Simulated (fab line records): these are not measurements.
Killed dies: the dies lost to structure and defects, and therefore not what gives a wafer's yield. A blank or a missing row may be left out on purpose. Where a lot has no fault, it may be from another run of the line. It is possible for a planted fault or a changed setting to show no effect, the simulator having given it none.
A single fault, viewed from 2 desks | flow berkeleyCmos170 | every desk sees just its own numbers, and what lay behind them comes last

## THE METROLOGY DESK
Lot by lot, what the gauges showed, no matter which tool ran the lot: averages of those sampled wafers that carry a number. A lot is out of limits, marked OUT, if its mean lies more than 4 standard deviations from the usual mean; the brackets give that distance.
Columns: A = PVT_TW at UCB170_PVT_TW_MEAS_09, usual 506; B = M1_OVL at UCB170_M1_OVL_MEAS_10, usual 0 nm
lot  | first seen here | A             | B
L925 | day 6 23:50     | 499           | 2
L929 | day 7 06:15     | 502           | 7
L927 | day 7 07:10     | 511           | 3
L932 | day 7 13:38     | 449 (-15) OUT | 1
L930 | day 7 13:43     | 504           | 1
L931 | day 7 13:50     | 452 (-14) OUT | -8
L933 | day 8 17:20     | 501           | -5
L936 | day 9 01:58     | 509           | 2
L934 | day 9 02:28     | 507           | -2
L944 | day 9 19:46     | 507           | -5
L945 | day 9 19:55     | 501           | 2
L940 | day 9 20:11     | 509           | 1
L943 | day 9 20:29     | 507           | 3
L947 | day 10 21:25    | 508           | -4
This desk's result: L931, L932 out of limits, first on L932 (PVT_TW at UCB170_PVT_TW_MEAS_09), day 7 13:38. L925, L929, L927, L930, L933, L936, L934, L944, L945, L940, L943, L947: within limits.

## DESK OF THE TOOL OWNER: implanter-04
For each lot that ran on this tool, the mean over its sampled wafers that have a number, from the tool's own readings at UCB170_PVT_IMPLANT_07. A lot is out of limits, marked OUT, if its mean lies more than 4 standard deviations from the usual mean; the brackets give that distance.
Columns: A = beamOnS at UCB170_PVT_IMPLANT_07, usual 9.98 s; B = doseIonsCm2 at UCB170_PVT_IMPLANT_07, usual 1.9999e+12; C = faradayCurrentUA at UCB170_PVT_IMPLANT_07, usual 6.36
lot  | first seen here | A     | B                            | C
L925 | day 6 23:35     | 9.91  | 1.9987e+12                   | 6.42
L929 | day 7 06:00     | 9.89  | 1.9988e+12                   | 6.41
L932 | day 7 13:23     | 10.13 | 1.3421e+12 (-99 or more) OUT | 4.20 (-15) OUT
L931 | day 7 13:35     | 9.94  | 1.3397e+12 (-99 or more) OUT | 4.28 (-15) OUT
This desk's finding: out of limits on L931, L932; first on L932, day 7 13:23 (doseIonsCm2 at UCB170_PVT_IMPLANT_07). L925, L929: within limits.

## PUT TOGETHER
At day 7 13:23, on L931, L932, the tool owner's desk was in a position to raise an alarm.
An alarm was possible from the metrology desk at day 7 13:38, on L931, L932.
On implanter-04, each named lot ran UCB170_PVT_IMPLANT_07.

## WHAT HAD BEEN PUT IN BY THE SIMULATOR
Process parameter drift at UCB170_PVT_IMPLANT_07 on implanter-04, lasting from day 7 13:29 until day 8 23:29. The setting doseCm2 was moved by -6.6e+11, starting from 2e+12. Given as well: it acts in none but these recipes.
Lots struck among those shown: L931, L932.
